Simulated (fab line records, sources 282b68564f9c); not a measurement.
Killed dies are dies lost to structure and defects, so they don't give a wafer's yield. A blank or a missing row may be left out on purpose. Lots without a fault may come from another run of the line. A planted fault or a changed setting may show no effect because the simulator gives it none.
fab line records | flow rit_cmos
record lots=5 wafers=15 last_day=8
route steps=202 shown NRETRO@61 PRETRO@64 M1@202
lots that met no fault: from a run of the same line without faults
start_h: hours from the record's first day to the start of the lot's first wafer shown | wait_h: hours since the lot's step before | " the same as in the row above | L1.1+2: a row that stands for several wafers | - no value, or no start given | * or withheld: withheld | < > ~ a bound
route shown NAME@n: a module of which the file shows steps, and the number in the route of the first | usual: mean/standard deviation of fault-free wafers | same: alike in all rows | chamber/n: place in a boat | sites: the reading at each site | _std_site: their standard deviation | _edge_site: outer sites' mean less inner sites' | radius_mm: how far each site lies from the wafer's centre | mask NAME#n: copy n | behind: the tool/chamber that last shaped the wafer | hold: why the lot was held/for how many hours/how that ended | device: the transistor (n, p or np) that didn't switch | end of line: the same wafers' tests at the end of the route | a step without rows: its recipe alone | killed: dies lost to structure and defects at the first sort, not the wafer's yield | map: a wafer's dies, x killed, . not, _ none there
set.NAME: the setting as run; set.NAME@STEP: as run at that earlier step | model.NAME: the simulator's own value behind a step, which no gauge read
lots at some steps of the route; a table a step, a row a wafer
services: from which hour (start_h, from the record's first day; less than 0 if before it) a tool's chamber was out of use, for how many hours, and why
## steps
# step RIT_NRETRO_IMPLANT_08
# recipe species=P energy_kev=70 dose_cm2=1.02e+13 tilt_deg=7
# step RIT_NRETRO_STRIP_09
# recipe chemistry=O2 time_s=180 resist=NOVOLAK platen_temp_c=withheld power_w=500 pressure_mtorr=4000 o2_flow_sccm=4000
# usual drypump_motor_current_A=6.0/0.56 rf_refl_power_W=6.4/1.5 run_length_s=208.5/0.52
# columns lot.wafer tool chamber start_h wait_h drypump_motor_current_A rf_hours_counter_h rf_refl_power_W run_length_s
L212.2 plasma_asher-01 1 42.50 0.1 6.5 42 8.7 209.4
L212.3 " 0 " " 5.6 - 6.5 208.4
L212.4 " 1 " " 6.5 - 8.8 209.1
L213.1 plasma_asher-02 0 47.55 0.1 5.9 37 4.5 208.7
L213.3 " 1 " " 4.8 - 5.0 208.4
L213.5 " 1 " " 4.8 - 5.0 208.3
L227.2 plasma_asher-03 1 116.88 0.1 6.6 48 5.7 208.8
L227.3 " 1 " " 6.6 - 5.6 209.0
L227.4 " 0 " " 6.2 - 5.4 208.5
L228.3 plasma_asher-01 0 121.78 0.1 5.6 - 6.9 207.7
L228.5 " 1 " " 6.5 - 8.9 208.9
L228.6 " 0 " " 5.5 - 7.1 207.7
L233.2 plasma_asher-01 0 151.54 0.1 5.6 54 7.0 207.6
L233.5 " 1 " " 6.5 - 8.8 208.7
L233.6 " 0 " " 5.6 - 6.9 207.6
# step RIT_NRETRO_TW_MEAS_10
# usual NRETRO_TW=1060/7.6
# columns lot.wafer tool chamber start_h wait_h NRETRO_TW
L212.2 film_metro-02 - 42.68 0.1 1072
L212.3 " - " " 1063
L212.4 " - " " 1072
L213.1 film_metro-01 - 47.72 0.1 1059
L213.3 " - " " 1059
L213.5 " - " " 1057
L227.2 film_metro-02 - 117.07 0.1 1068
L227.3 " - " " 1067
L227.4 " - " " 1068
L228.3 film_metro-01 - 121.92 0.1 1064
L228.5 " - " " 1059
L228.6 " - " " 1064
L233.2 film_metro-02 - 151.73 0.1 1060
L233.5 " - " " 1057
L233.6 " - " " 1064
# step RIT_PRETRO_HMDS_00
# recipe prime_time_s=60 prime_temp_c=140
# step RIT_PRETRO_COAT_01
# recipe resist=NOVOLAK spin_rpm=2000 resist_thk_nm=1300
# step RIT_PRETRO_SOFTBAKE_02
# recipe resist=NOVOLAK temp_c=90 time_s=60
# step RIT_PRETRO_EXPOSE_03
# recipe mask_id=M5 na=0.57 target_cd_nm=43700 dose_mj=250
# step RIT_PRETRO_PEB_04
# recipe resist=NOVOLAK temp_c=withheld time_s=withheld
# step RIT_PRETRO_DEVELOP_05
# recipe resist=NOVOLAK develop_time_s=68 dev_temp_c=23
# step RIT_PRETRO_OVL_MEAS_06
# usual PRETRO_OVL=-1.0/1.4
# columns lot.wafer tool chamber start_h wait_h PRETRO_OVL[nm]
L212.2 overlay-01 - 43.75 - -2.4
L212.3 " - " " -2.3
L212.4 " - " " -2.3
L213.1 overlay-02 - 48.79 - 0.2
L213.3 " - " " 0.0
L213.5 " - " " 0.4
L227.2 overlay-01 - 118.00 - 0.8
L227.3 " - " " 1.7
L227.4 " - " " 0.3
L228.3 overlay-01 - 123.17 - -1.3
L228.5 " - " " -1.1
L228.6 " - " " -1.9
L233.2 overlay-01 - 152.67 - -0.7
L233.5 " - " " -0.3
L233.6 " - " " -0.4
# step RIT_PRETRO_HARDBAKE_07
# recipe resist=NOVOLAK temp_c=140 time_s=120
# step RIT_PRETRO_IMPLANT_08
# recipe species=B energy_kev=45 dose_cm2=1.2e+13 tilt_deg=7
# step RIT_PRETRO_STRIP_09
# recipe chemistry=O2 time_s=180 resist=NOVOLAK platen_temp_c=withheld power_w=500 pressure_mtorr=4000 o2_flow_sccm=4000
# usual drypump_motor_current_A=5.8/0.62 rf_refl_power_W=5.2/0.67 run_length_s=208.4/0.39
# columns lot.wafer tool chamber start_h wait_h drypump_motor_current_A rf_hours_counter_h rf_refl_power_W run_length_s model.NOVOLAK_of_PRETRO_COAT_01.thk_nm
L212.2 plasma_asher-02 0 44.18 0.1 5.9 37 4.7 207.9 0
L212.3 " 1 " " 4.8 - 5.2 208.1 0
L212.4 " 0 " " 5.9 - 4.4 208.7 0
L213.1 plasma_asher-04 1 49.22 0.1 5.3 26 4.8 207.6 0
L213.3 " 1 " " 5.3 - 4.7 208.0 0
L213.5 " 0 " " 6.3 - 6.7 208.3 0
L227.2 plasma_asher-02 0 118.43 0.1 5.9 0 4.9 207.9 0
L227.3 " 0 " " 5.9 - 4.5 208.2 0
L227.4 " 1 " " 4.9 - 4.6 208.1 0
L228.3 plasma_asher-04 0 123.81 0.2 6.3 - 6.5 27.3 674.7
L228.5 " 1 " " 5.3 - 4.6 27.4 677.3
L228.6 " 0 " " 6.3 - 6.6 27.4 678
L233.2 plasma_asher-03 0 153.10 0.1 6.2 52 5.2 208.6 0
L233.5 " 1 " " 6.5 - 5.7 208.9 0
L233.6 " 0 " " 6.2 - 5.5 208.8 0
# step RIT_PRETRO_TW_MEAS_10
# usual PRETRO_TW=474.9/2.8
# columns lot.wafer tool chamber start_h wait_h PRETRO_TW
L212.2 film_metro-04 - 44.36 0.1 470.3
L212.3 " - " " 466.5
L212.4 " - " " 469.7
L213.1 film_metro-04 - 49.40 0.1 474.2
L213.3 " - " " 469.6
L213.5 " - " " 469.6
L227.2 film_metro-03 - 118.62 0.1 475.0
L227.3 " - " " 472.7
L227.4 " - " " 476.4
L228.3 film_metro-04 - 123.94 0.1 474.3
L228.5 " - " " 473.6
L228.6 " - " " 473.9
L233.2 film_metro-01 - 153.28 0.1 473.3
L233.5 " - " " 473.7
L233.6 " - " " 472.0
# step RIT_M1_PROBE_99
# usual killed_at_contacts=0.1/0.3 killed_at_front_end=7/3.4 killed_dies=7/3.4 killed_on_rim=1.9/1.4 killed_open=3.6/2.1 killed_short=3.5/2.1
# same gross_dies=264 killed_at_M0_to_M3=0 killed_at_M4_up=0 killed_at_back_side=0 killed_at_other=0
# columns lot.wafer tool chamber start_h wait_h killed_at_contacts killed_at_front_end killed_dies killed_on_rim killed_open killed_short
L212.2 prober-01 - 71.19 0.1 0 8 8 3 3 5
L212.3 prober-01 - 71.24 0.2 0 8 8 3 3 5
L212.4 prober-01 - 71.29 0.2 0 9 9 2 3 6
L213.1 prober-02 - 77.34 0.1 0 5 5 2 3 2
L213.3 prober-02 - 77.44 0.2 2 3 5 3 2 3
L213.5 prober-02 - 77.54 0.2 0 1 1 0 0 1
L227.2 prober-02 - 143.44 0.1 0 1 1 0 1 0
L227.3 prober-02 - 143.49 0.2 0 4 4 1 2 2
L227.4 prober-02 - 143.54 0.2 0 3 3 0 2 1
L228.3 prober-01 - 155.66 0.2 0 264 264 70 2 3
L228.5 prober-01 - 155.76 0.2 0 264 264 70 4 5
L228.6 prober-01 - 155.81 0.2 0 264 264 70 1 0
L233.2 prober-01 - 182.00 0.1 0 9 9 3 4 5
L233.5 prober-01 - 182.15 0.2 0 6 6 1 2 4
L233.6 prober-01 - 182.20 0.2 0 7 7 2 5 2
# killed by level:class
L212.2 GATE:geometric_particle:short=2 REOX:geometric_particle:open=2 REOX:geometric_particle:short=2 FOX1:geometric_particle:short=1 FOX1:geometric_particle:open=1
L212.3 SPACER:geometric_particle:open=2 SILICIDE:geometric_particle:short=2 FOX1:geometric_particle:short=1 GATE:geometric_particle:short=1 REOX:geometric_particle:short=1 REOX:geometric_particle:open=1
L212.4 GATE:geometric_particle:short=5 FOX1:geometric_particle:open=1 GATE:geometric_particle:open=1 SPACER:geometric_particle:short=1 SPACER:geometric_particle:open=1
L213.1 FOX1:geometric_particle:open=2 FOX2:geometric_particle:short=1 REOX:geometric_particle:short=1 SILICIDE:geometric_particle:open=1
L213.3 FOX1:geometric_particle:open=1 GATE:geometric_particle:short=1 REOX:geometric_particle:short=1 CONTACT:geometric_particle:open=1 CONTACT:geometric_particle:short=1
L213.5 SPACER:geometric_particle:short=1
L227.2 SILICIDE:geometric_particle:open=1
L227.3 FOX1:geometric_particle:short=2 GATE:geometric_particle:open=1 SPACER:geometric_particle:open=1
L227.4 FOX1:geometric_particle:open=1 GATE:geometric_particle:open=1 GATE:geometric_particle:short=1
L228.3 GATE:area_oxidation=259 FOX2:geometric_particle:short=2 FOX1:geometric_particle:open=1 GATE:geometric_particle:short=1 SILICIDE:geometric_particle:open=1
L228.5 GATE:area_oxidation=255 SPACER:geometric_particle:open=2 SPACER:geometric_particle:short=2 SILICIDE:geometric_particle:short=2 FOX2:geometric_particle:open=1 GATE:geometric_particle:open=1 GATE:geometric_particle:short=1
L228.6 GATE:area_oxidation=263 SPACER:geometric_particle:open=1
L233.2 FOX1:geometric_particle:short=3 GATE:geometric_particle:open=2 FOX1:geometric_particle:open=1 GATE:geometric_particle:short=1 SPACER:geometric_particle:short=1 SILICIDE:geometric_particle:open=1
L233.5 SILICIDE:geometric_particle:short=2 FOX1:geometric_particle:open=1 FOX2:geometric_particle:short=1 GATE:geometric_particle:short=1 REOX:geometric_particle:open=1
L233.6 FOX1:geometric_particle:open=1 FOX1:geometric_particle:short=1 FOX2:geometric_particle:short=1 GATE:geometric_particle:open=1 REOX:geometric_particle:open=1 SPACER:geometric_particle:open=1 SILICIDE:geometric_particle:open=1
# map L228.3 (x killed, . not)
________xxxxxxx_______
_____xxxxxxxxxxxxx____
____xxxxxxxxxxxxxxx___
___xxxxxxxxxxxxxxxxx__
__xxxxxxxxxxxxxxxxxxx_
__xxxxxxxxxxxxxxxxxxx_
_xxxxxxxxxxxxxxxxxxxxx
_xxxxxxxxxxxxxxxxxxxxx
_xxxxxxxxxxxxxxxxxxxxx
_xxxxxxxxxxxxxxxxxxxxx
__xxxxxxxxxxxxxxxxxxx_
__xxxxxxxxxxxxxxxxxxx_
___xxxxxxxxxxxxxxxxx__
____xxxxxxxxxxxxxxx___
_____xxxxxxxxxxxxx____
________xxxxxxx_______
# map L213.1 (x killed, . not)
________......._______
_____x............____
____...............___
___.....x...........__
__..................._
__.x.............x..._
_.x...................
_.....................
_.....................
_.....................
__..................._
__..................._
___.................__
____...............___
_____.............____
________......._______
## services
# columns tool chamber start_h hours kind
plasma_asher-04 - 28.31 5.7 repair
plasma_asher-03 - 70.37 1.0 repair
plasma_asher-02 - 77.49 2.8 pm
plasma_asher-03 - 93.07 7.8 repair
plasma_asher-02 - 108.75 9.0 pm
plasma_asher-02 0 108.75 9.0 vent_cycle
plasma_asher-02 1 108.75 9.0 vent_cycle
plasma_asher-02 0 117.75 - clean
plasma_asher-02 1 117.75 - clean
plasma_asher-01 - 141.93 2.8 pm
plasma_asher-02 - 143.74 0.5 repair
## key
first_sign step=RIT_PRETRO_STRIP_09 reading=run_length_s direction=down sigmas=99+ usual=* struck=*
effect step=RIT_M1_PROBE_99 reading=killed_at_front_end direction=up sigmas=76 usual=7 struck=264
model_effect step=RIT_PRETRO_STRIP_09 value=NOVOLAK_of_PRETRO_COAT_01.thk_nm without=0 struck=676.7
more_kills_born_at RIT_GATE_OXIDATION_05@furnace-03=777
met_at RIT_PRETRO_STRIP_09
struck_wafers L228.3,L228.5,L228.6
later_rows_left_out L228.3,L228.5,L228.6
tester_left_out L228
onset_between 49.22 123.81
fault kind=strip_aborted tool=plasma_asher-04 chamber=- onset_h=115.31 steps=RIT_PRETRO_STRIP_09 offset=0.85 end_h=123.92
# tester_left_out: of these lots the tester's yield and bins aren't shown, on N5 and GAA mostly nor the transistor test; their killed dies are dies lost to structure and defects alone, not to doping, threshold or leakage, so they don't give the yield
# later_rows_left_out: the simulator's readings of these wafers behind a module that went badly wrong aren't trusted and aren't shown, but for the sort
